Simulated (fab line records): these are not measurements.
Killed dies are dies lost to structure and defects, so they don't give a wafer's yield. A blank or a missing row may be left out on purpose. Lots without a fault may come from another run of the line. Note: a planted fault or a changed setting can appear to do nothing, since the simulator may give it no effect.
Tool commonality check + flow berkeleyCmos170 + 42 wafers sampled across 14 lots

REASON FOR OPENING
At UCB170_NWELL_TW_MEAS_16 the reading NWELL_TW is flagged on 2 of 14 lots. Fault-free wafers read 1248, with a standard deviation of 12.
Rule: a lot is flagged in two cases, either no wafer of it has a number, or all its wafers with numbers fall more than 4 standard deviations from that mean. All remaining lots are regarded as sound.

| lot  | measured    | on           | NWELL_TW, wafer by wafer | flag    |
|------|-------------|--------------|--------------------------|---------|
| L399 | day 2 07:08 | filmMetro-03 | 1263 1263 1262           |         |
| L400 | day 2 19:11 | filmMetro-01 | 1233 1246 1246           |         |
| L401 | day 3 01:20 | filmMetro-01 | 1244 1238 1241           |         |
| L402 | day 3 05:56 | filmMetro-02 | 1234 1238 1235           |         |
| L403 | day 3 13:41 | filmMetro-01 | 1238 1247 1246           |         |
| L404 | day 3 14:25 | filmMetro-01 | 1246 1235 1242           |         |
| L407 | day 4 07:05 | filmMetro-01 | 1231 1244 1243           |         |
| L409 | day 4 12:24 | filmMetro-01 | 1303 1301 1304           | FLAGGED |
| L411 | day 5 05:28 | filmMetro-03 | 1325 1330 1319           | FLAGGED |
| L415 | day 5 19:34 | filmMetro-01 | 1244 1245 1240           |         |
| L417 | day 6 03:46 | filmMetro-01 | 1243 1251 1236           |         |
| L419 | day 6 18:43 | filmMetro-03 | 1257 1258 1268           |         |
| L420 | day 7 00:26 | filmMetro-03 | 1265 1271 1266           |         |
| L422 | day 7 11:55 | filmMetro-02 | 1233 1236 1231           |         |
Average over the flagged lots: 1314; offset from the usual +66, equal to +5 standard deviations.

EACH LOT AND THE TOOL IT RAN ON
The record holds 1 process step before the reading, out of a route of 331 steps. In each cell: the tool, then ch and the chambers that the sampled wafers went through, then the start.
| lot  | flag    | UCB170_NWELL_IMPLANT_14        |
|------|---------|--------------------------------|
| L399 |         | implanter-02 ch 0, day 2 06:53 |
| L400 |         | implanter-01 ch 0, day 2 18:56 |
| L401 |         | implanter-02 ch 0, day 3 01:05 |
| L402 |         | implanter-01 ch 0, day 3 05:41 |
| L403 |         | implanter-01 ch 0, day 3 13:26 |
| L404 |         | implanter-03 ch 0, day 3 14:10 |
| L407 |         | implanter-02 ch 0, day 4 06:51 |
| L409 | FLAGGED | implanter-03 ch 0, day 4 12:11 |
| L411 | FLAGGED | implanter-03 ch 0, day 5 05:13 |
| L415 |         | implanter-02 ch 0, day 5 19:20 |
| L417 |         | implanter-02 ch 0, day 6 03:31 |
| L419 |         | implanter-01 ch 0, day 6 18:28 |
| L420 |         | implanter-01 ch 0, day 7 00:13 |
| L422 |         | implanter-03 ch 0, day 7 11:42 |
What is done by these steps:
- UCB170_NWELL_IMPLANT_14
- UCB170_NWELL_TW_MEAS_16

FLAGGED AGAINST TOTAL, ONE TOOL AT A TIME (gauges that did the reading follow at the end)
| step                    | tool         | lots run | flagged | share of the flagged lots | sound lots run after its first flagged lot |
|-------------------------|--------------|----------|---------|---------------------------|--------------------------------------------|
| UCB170_NWELL_IMPLANT_14 | implanter-01 | 5        | 0       | none                      | -                                          |
| UCB170_NWELL_IMPLANT_14 | implanter-02 | 5        | 0       | none                      | -                                          |
| UCB170_NWELL_IMPLANT_14 | implanter-03 | 4        | 2       | all                       | 1 (L422)                                   |
| UCB170_NWELL_TW_MEAS_16 | filmMetro-01 | 8        | 1       | some                      | 2 (L415,L417)                              |
| UCB170_NWELL_TW_MEAS_16 | filmMetro-02 | 2        | 0       | none                      | -                                          |
| UCB170_NWELL_TW_MEAS_16 | filmMetro-03 | 4        | 1       | some                      | 2 (L419,L420)                              |

WHAT IS ALLOWED BY THE TABLE
All flagged lots share 1 row of the table, namely implanter-03 at UCB170_NWELL_IMPLANT_14.
- implanter-03 at UCB170_NWELL_IMPLANT_14 ran 4 lots, 2 of them flagged. Lots that were sound ran on it after the first flagged one (L422); a persistent fault on the entire tool would not allow that. Its own readings (doseIonsCm2, faradayCurrentUA) fall more than 4 standard deviations out on all wafers of the flagged lots.
No row of the table ran every flagged lot and no sound lot after the first.

WHAT WAS PUT IN BY THE SIMULATOR
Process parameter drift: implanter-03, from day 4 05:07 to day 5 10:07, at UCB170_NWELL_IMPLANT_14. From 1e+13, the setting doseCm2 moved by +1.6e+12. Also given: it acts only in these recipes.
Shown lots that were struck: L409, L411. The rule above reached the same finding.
